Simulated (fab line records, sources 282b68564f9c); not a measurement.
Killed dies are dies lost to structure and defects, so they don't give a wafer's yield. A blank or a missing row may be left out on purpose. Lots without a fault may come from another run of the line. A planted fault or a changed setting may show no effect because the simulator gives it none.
fab line records | flow rit_cmos
record lots=6 wafers=18 last_day=7
route steps=202 shown ACTIVE@1 FOX1@20 FOX2@23 M1@202
lots that met no fault: from a run of the same line without faults
start_h: hours from the record's first day to the start of the lot's first wafer shown | wait_h: hours since the lot's step before | " the same as in the row above | L1.1+2: a row that stands for several wafers | - no value, or no start given | * or withheld: withheld | < > ~ a bound
route shown NAME@n: a module of which the file shows steps, and the number in the route of the first | usual: mean/standard deviation of fault-free wafers | same: alike in all rows | chamber/n: place in a boat | sites: the reading at each site | _std_site: their standard deviation | _edge_site: outer sites' mean less inner sites' | radius_mm: how far each site lies from the wafer's centre | mask NAME#n: copy n | behind: the tool/chamber that last shaped the wafer | hold: why the lot was held/for how many hours/how that ended | device: the transistor (n, p or np) that didn't switch | end of line: the same wafers' tests at the end of the route | a step without rows: its recipe alone | killed: dies lost to structure and defects at the first sort, not the wafer's yield | map: a wafer's dies, x killed, . not, _ none there
set.NAME: the setting as run; set.NAME@STEP: as run at that earlier step | model.NAME: the simulator's own value behind a step, which no gauge read
lots at some steps of the route; a table a step, a row a wafer
services: from which hour (start_h, from the record's first day; less than 0 if before it) a tool's chamber was out of use, for how many hours, and why
## steps
# step RIT_ACTIVE_BOW_MEAS_00
# recipe mode=bow
# usual INCOMING_BOW=0/6.7
# columns lot.wafer tool chamber start_h wait_h INCOMING_BOW[um]
L630.1 film_metro-02 - 15.00 - 2
L630.2 " - " " 8
L630.4 " - " " 6
L632.2 film_metro-02 - 25.02 - 4
L632.4 " - " " -11
L632.5 " - " " 12
L641.1 film_metro-01 - 70.00 - -3
L641.4 " - " " -9
L641.5 " - " " -15
L643.3 film_metro-02 - 80.04 - -6
L643.4 " - " " -6
L643.6 " - " " 1
L644.3 film_metro-03 - 85.04 - 2
L644.4 " - " " -12
L644.6 " - " " 11
L652.1 film_metro-02 - 125.00 - 0
L652.5 " - " " -4
L652.6 " - " " 7
# step RIT_ACTIVE_OXIDATION_01
# recipe temp_c=1000 ambient=O2 target_thk_a=468 ox_time_s=3360
# step RIT_ACTIVE_THK_MEAS_02
# recipe reads=SiO2_of_ACTIVE_OXIDATION_01
# usual ACTIVE_OXIDE_THK=46.9/0.71
# columns lot.wafer tool chamber start_h wait_h ACTIVE_OXIDE_THK[nm]
L630.1 film_metro-03 - 17.05 0.0 47.4
L630.2 " - " " 46.3
L630.4 " - " " 45.6
L632.2 film_metro-01 - 27.06 0.0 47.5
L632.4 " - " " 47.4
L632.5 " - " " 47.2
L641.1 film_metro-02 - 72.05 0.0 46.8
L641.4 " - " " 46.8
L641.5 " - " " 47.1
L643.3 film_metro-02 - 82.07 0.0 47.0
L643.4 " - " " 47.2
L643.6 " - " " 48.0
L644.3 film_metro-01 - 88.05 0.0 46.6
L644.4 " - " " 46.5
L644.6 " - " " 47.3
L652.1 film_metro-01 - 127.63 0.0 47.7
L652.5 " - " " 48.1
L652.6 " - " " 47.4
# step RIT_ACTIVE_CVD_03
# recipe material=Si3N4 target_thk_nm=150 temp_c=810 precursor=SiH2Cl2/NH3 time_s=1500 pressure_mtorr=300 sih2cl2_flow_sccm=60 nh3_flow_sccm=150
# usual zone_power_centre_pct=35.5/2.3
# columns lot.wafer tool chamber start_h wait_h zone_power_centre_pct model.Si3N4_of_ACTIVE_CVD_03.thk_nm
L630.1 lpcvd-02 0 17.11 0.1 34.3 147.7
L630.2 " 0 " " 34.4 147.9
L630.4 " 0 " " 34.7 147.7
L632.2 lpcvd-01 0 27.11 0.0 39.0 149.8
L632.4 " 0 " " 38.7 149.4
L632.5 " 0 " " 38.4 148.9
L641.1 lpcvd-02 1 72.11 0.1 34.5 198.9
L641.4 " 1 " " 34.0 198.9
L641.5 " 1 " " 34.1 198.3
L643.3 lpcvd-01 0 82.11 0.0 38.8 151
L643.4 " 0 " " 38.6 150.9
L643.6 " 0 " " 38.2 152.1
L644.3 lpcvd-02 1 88.09 0.0 34.8 200.2
L644.4 " 1 " " 34.6 199.8
L644.6 " 1 " " 34.7 199.7
L652.1 lpcvd-01 1 127.69 0.1 32.5 149.9
L652.5 " 1 " " 33.3 151.3
L652.6 " 1 " " 32.8 151.2
# step RIT_ACTIVE_THK_MEAS_04
# recipe reads=Si3N4_of_ACTIVE_CVD_03
# usual ACTIVE_NITRIDE_THK=149.6/1.4
# columns lot.wafer tool chamber start_h wait_h ACTIVE_NITRIDE_THK[nm]
L630.1 film_metro-02 - 18.53 0.0 147.7
L630.2 " - " " 147.8
L630.4 " - " " 147.7
L632.2 film_metro-02 - 28.54 0.0 149.8
L632.4 " - " " 149.3
L632.5 " - " " 148.9
L641.1 film_metro-03 - 74.24 0.0 199.0
L641.4 " - " " 199.0
L641.5 " - " " 198.5
L643.3 film_metro-03 - 83.55 0.0 151.0
L643.4 " - " " 150.9
L643.6 " - " " 152.1
L644.3 film_metro-03 - 89.52 0.0 200.2
L644.4 " - " " 199.8
L644.6 " - " " 199.7
L652.1 film_metro-03 - 129.10 0.0 149.9
L652.5 " - " " 151.5
L652.6 " - " " 151.2
# step RIT_ACTIVE_HMDS_05
# recipe prime_time_s=60 prime_temp_c=140
# step RIT_ACTIVE_COAT_06
# recipe resist=NOVOLAK spin_rpm=3250 resist_thk_nm=980.1
# step RIT_ACTIVE_SOFTBAKE_07
# recipe resist=NOVOLAK temp_c=90 time_s=60
# step RIT_ACTIVE_EXPOSE_08
# recipe mask_id=M1 na=0.6 source_shape=conventional sigma_outer=0.6 target_cd_nm=1400 dose_mj=225
# step RIT_ACTIVE_PEB_09
# recipe resist=NOVOLAK temp_c=withheld time_s=withheld
# step RIT_ACTIVE_DEVELOP_10
# recipe resist=NOVOLAK develop_time_s=50 dev_temp_c=24.07
# step RIT_ACTIVE_CD_MEAS_11
# recipe target_cd_nm=1400
# usual cd_nm=1400.4/1.9
# columns lot.wafer tool chamber start_h wait_h cd_nm
L630.1 cd_sem-01 - 19.44 - 1400.9
L630.2 " - " " 1401.1
L630.4 " - " " 1402.7
L632.2 cd_sem-01 - 29.48 - 1399.7
L632.4 " - " " 1401.7
L632.5 " - " " 1400.8
L641.1 cd_sem-01 - 75.15 - 1403.5
L641.4 " - " " 1402.9
L641.5 " - " " 1403.0
L643.3 cd_sem-02 - 84.60 - 1400.7
L643.4 " - " " 1401.7
L643.6 " - " " 1401.4
L644.3 cd_sem-01 - 90.58 - 1403.2
L644.4 " - " " 1402.7
L644.6 " - " " 1399.4
L652.1 cd_sem-02 - 130.01 - 1400.4
L652.5 " - " " 1398.7
L652.6 " - " " 1400.1
# step RIT_ACTIVE_HARDBAKE_12
# recipe resist=NOVOLAK temp_c=140 time_s=60
# step RIT_ACTIVE_ETCH_13
# recipe stop_on=SiO2 chemistry=SF6 target=Si3N4 time_s=210 over_etch_frac=0.4 SF6_flow_sccm=200 pressure_mtorr=260 rf_w=125 target_depth_a=2100
# usual chamber_pressure_mTorr=260.00/0.25 drypump_motor_current_A=5.6/0.35 oes_product_au=0.823/0.011 throttle_valve_pct=7.52/0.12
# columns lot.wafer tool chamber start_h wait_h chamber_pressure_mTorr drypump_motor_current_A oes_product_au rf_hours_counter_h throttle_valve_pct model.etch.depth_nm model.ACTIVE.feature_depth_nm
L630.1 rie_diel-01 3 19.71 0.1 260.10 5.7 0.824 1 7.66 147.7 147.7
L630.2 " 2 " " 260.11 5.0 0.809 113 7.58 147.9 149.5
L630.4 " 0 " " 259.63 5.6 0.816 44 7.55 147.7 147.7
L632.2 rie_diel-04 3 29.73 0.1 259.58 5.4 0.836 92 7.58 149.8 150.2
L632.4 " 1 " " 260.22 5.5 0.824 107 7.50 149.4 149.4
L632.5 " 1 " " 260.30 5.5 0.816 - 7.49 148.9 148.9
L641.1 rie_diel-01 2 75.42 0.1 259.59 5.0 0.967 114 7.57 198.9 200.5
L641.4 " 0 " " 259.74 5.6 0.958 - 7.57 198.9 198.9
L641.5 " 2 " " 259.96 5.0 0.955 - 7.58 198.3 199.9
L643.3 rie_diel-01 3 84.83 0.1 260.22 5.7 0.833 2 7.66 151 151
L643.4 " 2 " " 260.05 5.0 0.825 114 7.58 150.9 152.5
L643.6 " 1 " " 259.63 5.0 0.814 - 7.33 152.1 152.1
L644.3 rie_diel-02 3 90.94 0.1 260.35 6.2 0.961 39 7.62 200.2 201.7
L644.4 " 2 " " 259.66 5.9 0.980 138 7.38 199.8 199.8
L644.6 " 0 " " 259.89 5.6 0.955 - 7.66 199.7 199.7
L652.1 rie_diel-04 3 130.28 0.1 260.46 5.4 0.842 94 7.57 149.9 150.3
L652.5 " 3 " " 259.84 5.4 0.845 - 7.59 151.3 151.8
L652.6 " 2 " " 259.59 5.7 0.821 - 7.51 151.2 151.2
# step RIT_ACTIVE_STRIP_14
# recipe chemistry=O2 time_s=180 resist=NOVOLAK platen_temp_c=withheld power_w=500 pressure_mtorr=4000 o2_flow_sccm=4000
# usual chamber_pressure_mTorr=4000/3.4 drypump_motor_current_A=5.32/0.24
# columns lot.wafer tool chamber start_h wait_h chamber_pressure_mTorr drypump_motor_current_A rf_hours_counter_h
L630.1 plasma_asher-02 1 19.84 0.1 4001 5.64 40
L630.2 " 0 " " 3999 4.97 40
L630.4 " 1 " " 3998 5.65 -
L632.2 plasma_asher-04 0 29.87 0.1 3996 5.39 24
L632.4 " 1 " " 4005 5.26 -
L632.5 " 1 " " 3996 5.28 -
L641.1 plasma_asher-04 0 75.55 0.1 3998 5.36 28
L641.4 " 0 " " 3999 5.38 -
L641.5 " 0 " " 4005 5.39 -
L643.3 plasma_asher-02 0 85.03 0.1 3999 4.98 -
L643.4 " 1 " " 4003 5.67 -
L643.6 " 0 " " 4011 5.00 -
L644.3 plasma_asher-02 0 91.14 0.1 4004 4.98 -
L644.4 " 1 " " 3999 5.65 -
L644.6 " 0 " " 4005 5.00 -
L652.1 plasma_asher-02 1 130.42 0.1 4007 5.64 51
L652.5 " 0 " " 3997 5.00 -
L652.6 " 1 " " 4002 5.65 -
# step RIT_ACTIVE_CD_MEAS_90
# recipe target_cd_nm=1400
# usual cd_nm=1400.5/1.9
# columns lot.wafer tool chamber start_h wait_h cd_nm
L630.1 cd_sem-01 - 20.02 0.1 1400.7
L630.2 " - " " 1400.9
L630.4 " - " " 1402.3
L632.2 cd_sem-02 - 30.06 0.1 1399.4
L632.4 " - " " 1401.8
L632.5 " - " " 1401.1
L641.1 cd_sem-01 - 75.73 0.1 1403.7
L641.4 " - " " 1403.0
L641.5 " - " " 1402.5
L643.3 cd_sem-01 - 85.18 0.1 1401.1
L643.4 " - " " 1401.9
L643.6 " - " " 1401.2
L644.3 cd_sem-02 - 91.29 0.1 1403.2
L644.4 " - " " 1403.0
L644.6 " - " " 1399.4
L652.1 cd_sem-02 - 130.59 0.1 1400.7
L652.5 " - " " 1399.0
L652.6 " - " " 1400.0
# step RIT_ACTIVE_CLEAN_15
# recipe chemistry=SC1 mix=3:3:50 time_s=600 temp_c=75
# step RIT_ACTIVE_CLEAN_16
# recipe chemistry=dHF dilution=50:1 time_s=30
# step RIT_ACTIVE_CLEAN_17
# recipe chemistry=SC2 mix=3:3:50 time_s=600 temp_c=75 dry=n2_spin
# step RIT_FOX1_OXIDATION_00
# recipe temp_c=1100 ambient=H2O target_thk_a=3507 p_h2o_torr=720 ox_time_s=1130
# step RIT_FOX1_THK_MEAS_01
# recipe reads=SiO2_of_FOX1_OXIDATION_00
# usual FOX1_OXIDE_THK=356/6.1
# columns lot.wafer tool chamber start_h wait_h FOX1_OXIDE_THK[nm]
L630.1 film_metro-04 - 21.82 0.0 350
L630.2 " - " " 348
L630.4 " - " " 352
L632.2 film_metro-03 - 32.66 0.0 339
L632.4 " - " " 340
L632.5 " - " " 340
L641.1 film_metro-01 - 77.54 0.0 354
L641.4 " - " " 357
L641.5 " - " " 356
L643.3 film_metro-04 - 87.10 0.0 357
L643.4 " - " " 355
L643.6 " - " " 351
L644.3 film_metro-04 - 93.07 0.0 362
L644.4 " - " " 363
L644.6 " - " " 363
L652.1 film_metro-01 - 134.16 0.0 355
L652.5 " - " " 350
L652.6 " - " " 364
# step RIT_FOX1_WET_ETCH_02
# recipe chemistry=BOE target_depth_nm=350 time_s=390 temp_c=21.5 dry=n2_spin dilution=10:1 target=SiO2
# step RIT_FOX2_OXIDATION_00
# recipe temp_c=1100 ambient=H2O target_thk_a=3507 p_h2o_torr=720 ox_time_s=1130
# step RIT_FOX2_THK_MEAS_01
# recipe reads=SiO2_of_FOX2_OXIDATION_00
# usual FOX2_OXIDE_THK=352/6.4
# columns lot.wafer tool chamber start_h wait_h FOX2_OXIDE_THK[nm]
L630.1 film_metro-02 - 23.37 0.0 352
L630.2 " - " " 351
L630.4 " - " " 347
L632.2 film_metro-04 - 34.15 0.0 339
L632.4 " - " " 338
L632.5 " - " " 341
L641.1 film_metro-01 - 79.03 0.0 353
L641.4 " - " " 365
L641.5 " - " " 364
L643.3 film_metro-01 - 88.59 0.0 350
L643.4 " - " " 352
L643.6 " - " " 349
L644.3 film_metro-01 - 94.87 0.0 355
L644.4 " - " " 350
L644.6 " - " " 350
L652.1 film_metro-01 - 135.65 0.0 349
L652.5 " - " " 346
L652.6 " - " " 349
# step RIT_FOX2_CLEAN_02
# recipe chemistry=dHF dilution=50:1 time_s=180
# columns lot.wafer tool chamber start_h wait_h model.Si3N4_of_ACTIVE_CVD_03.thk_nm
L630.1+4 wet_bench-03 1 23.43 0.1 128.4
L630.2 " 1 " " 128.6
L632.2 wet_bench-03 1 34.20 0.0 130.4
L632.4 " 1 " " 130
L632.5 " 1 " " 129.5
L641.1 wet_bench-01 2 79.09 0.1 179.6
L641.4 " 2 " " 179.7
L641.5 " 2 " " 179
L643.3 wet_bench-01 3 88.63 0.0 131.7
L643.4 " 3 " " 131.5
L643.6 " 3 " " 132.7
L644.3 wet_bench-03 2 94.91 0.0 181
L644.4+6 " 2 " " 180.5
L652.1 wet_bench-03 3 135.71 0.1 130.6
L652.5 " 3 " " 132.1
L652.6 " 3 " " 131.9
# step RIT_FOX2_WET_ETCH_03
# recipe chemistry=H3PO4 target=Si3N4 target_depth_nm=195 temp_c=165 time_s=2700
# step RIT_M1_PROBE_99
# columns lot.wafer tool chamber start_h wait_h model.etest.pldd.width_nm model.etest.nldd.width_nm model.etest.nplus_sal.width_nm model.etest.pplus_sal.width_nm model.etest.nmos_narrow.drive_ua_um model.etest.pmos_narrow.drive_ua_um
L630.1 prober-01 - 61.39 0.1 3172 3184 3435 3429 219.1 101.8
L630.2 prober-01 - 61.44 0.1 3190 3191 3427 3448 223.9 104.4
L630.4 prober-01 - 61.54 0.2 3190 3204 3455 3470 223.9 103.8
L632.2 prober-01 - 73.49 0.1 3200 3173 3463 3465 211.2 99.94
L632.4 prober-01 - 73.59 0.2 3196 3200 3486 3495 209.5 99.82
L632.5 prober-01 - 73.64 0.2 3195 3178 3469 3449 214.3 101.6
L641.1 prober-02 - 117.61 0.1 3221 3224 3499 3499 224 104
L641.4 prober-02 - 117.76 0.2 3206 3201 3470 3484 222.1 103.3
L641.5 prober-02 - 117.81 0.2 3200 3196 3464 3464 217.9 100.1
L643.3 prober-02 - 128.95 0.2 3179 3166 3412 3413 214.8 99.77
L643.4 prober-02 - 129.00 0.2 3182 3165 3417 3436 214.3 99.7
L643.6 prober-02 - 129.10 0.2 3175 3160 3420 3437 220.3 101.7
L644.3 prober-01 - 135.12 0.2 3219 3215 3486 3483 226.6 98.98
L644.4 prober-01 - 135.17 0.2 3206 3221 3479 3476 231.3 100.3
L644.6 prober-01 - 135.27 0.2 3201 3220 3481 3467 226.1 97.33
L652.1 prober-01 - 174.33 0.1 3159 3171 3445 3439 211.4 96.45
L652.5 prober-01 - 174.53 0.2 3169 3178 3448 3439 206.2 94.11
L652.6 prober-01 - 174.58 0.2 3139 3168 3440 3438 212.8 96.49
# killed by level:class
L630.1 FOX1:geometric_particle:open=1 GATE:geometric_particle:short=1 SILICIDE:geometric_particle:open=1 CONTACT:geometric_particle:open=1
L630.2 GATE:geometric_particle:short=3 SPACER:geometric_particle:short=2 FOX2:geometric_particle:short=1 GATE:geometric_particle:open=1 REOX:geometric_particle:open=1 SPACER:geometric_particle:open=1
L630.4 GATE:geometric_particle:open=1 SPACER:geometric_particle:short=1
L632.2 SPACER:geometric_particle:short=2 REOX:geometric_particle:short=1 SILICIDE:geometric_particle:short=1 M1:geometric_particle:open=1
L632.4 GATE:geometric_particle:open=2 FOX1:geometric_particle:short=1 REOX:geometric_particle:short=1 SPACER:geometric_particle:open=1 SILICIDE:geometric_particle:open=1 SILICIDE:geometric_particle:short=1
L632.5 GATE:geometric_particle:open=2 REOX:geometric_particle:short=2 SPACER:geometric_particle:short=2 FOX1:geometric_particle:open=1 GATE:geometric_particle:short=1 REOX:geometric_particle:open=1 SPACER:geometric_particle:open=1 SILICIDE:geometric_particle:short=1
L643.3 FOX1:geometric_particle:short=1 FOX2:geometric_particle:open=1 GATE:geometric_particle:open=1 SPACER:geometric_particle:short=1
L643.4 SPACER:geometric_particle:open=5 GATE:geometric_particle:short=4 SPACER:geometric_particle:short=2 REOX:geometric_particle:open=1
L643.6 REOX:geometric_particle:open=2 GATE:geometric_particle:short=1 SPACER:geometric_particle:short=1
L652.1 FOX1:geometric_particle:short=2 GATE:geometric_particle:open=1 SPACER:geometric_particle:open=1 SILICIDE:geometric_particle:open=1
L652.5 GATE:geometric_particle:short=3 SPACER:geometric_particle:open=1
L652.6 GATE:geometric_particle:open=6 FOX1:geometric_particle:open=1 FOX2:geometric_particle:open=1 FOX2:geometric_particle:short=1 GATE:geometric_particle:short=1 SPACER:geometric_particle:short=1 SILICIDE:geometric_particle:short=1 CONTACT:geometric_particle:open=1
## services
# columns tool chamber start_h hours kind
rie_diel-02 2 -1.74 6.7 repair
plasma_asher-02 - 4.08 1.6 repair
rie_diel-02 - 16.57 0.2 repair
rie_diel-02 0 29.21 22.4 repair
plasma_asher-04 - 30.46 1.8 repair
lpcvd-02 - 37.68 1.6 repair
rie_diel-04 2 39.99 5.4 repair
rie_diel-04 2 52.61 22.1 repair
wet_bench-03 - 52.86 0.9 repair
rie_diel-02 3 54.94 3.4 repair
rie_diel-04 0 58.21 4.0 repair
plasma_asher-04 - 59.66 0.8 repair
rie_diel-01 1 74.32 3.9 repair
rie_diel-02 - 74.91 2.8 pm
plasma_asher-02 - 105.46 2.7 repair
rie_diel-04 0 110.72 3.3 repair
rie_diel-01 - 115.18 2.8 pm
rie_diel-02 0 121.05 3.6 repair
## key
first_sign step=RIT_ACTIVE_THK_MEAS_04 reading=ACTIVE_NITRIDE_THK direction=up sigmas=36 usual=149.6 struck=199.4
effect step=RIT_ACTIVE_ETCH_13 reading=oes_product_au direction=up sigmas=13 usual=0.823 struck=0.963
model_effect step=RIT_ACTIVE_CVD_03 value=Si3N4_of_ACTIVE_CVD_03.thk_nm without=148.2 struck=199.3
model_effect step=RIT_ACTIVE_ETCH_13 value=etch.depth_nm without=148.2 struck=199.3
model_effect step=RIT_FOX2_CLEAN_02 value=Si3N4_of_ACTIVE_CVD_03.thk_nm without=128.9 struck=180
model_effect step=RIT_M1_PROBE_99 value=etest.pldd.width_nm without=3156 struck=3209
met_at RIT_ACTIVE_CVD_03
struck_wafers L641.1,L641.4,L641.5,L644.3,L644.4,L644.6
sort_left_out L641.1,L641.4,L641.5,L644.3,L644.4,L644.6
tester_left_out L641,L644
onset_between 17.11 72.11
fault kind=process_parameter_drift tool=lpcvd-02 chamber=- onset_h=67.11 steps=RIT_ACTIVE_CVD_03 channel=target_thk_nm offset=51.102 shape=step end_h=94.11 acts_in=these_recipes_only stated=150
# tester_left_out: of these lots the tester's yield and bins aren't shown, on N5 and GAA mostly nor the transistor test; their killed dies are dies lost to structure and defects alone, not to doping, threshold or leakage, so they don't give the yield
# sort_left_out: the simulated sort isn't trusted on such a fault, so these wafers' sort isn't shown, and their yield isn't known
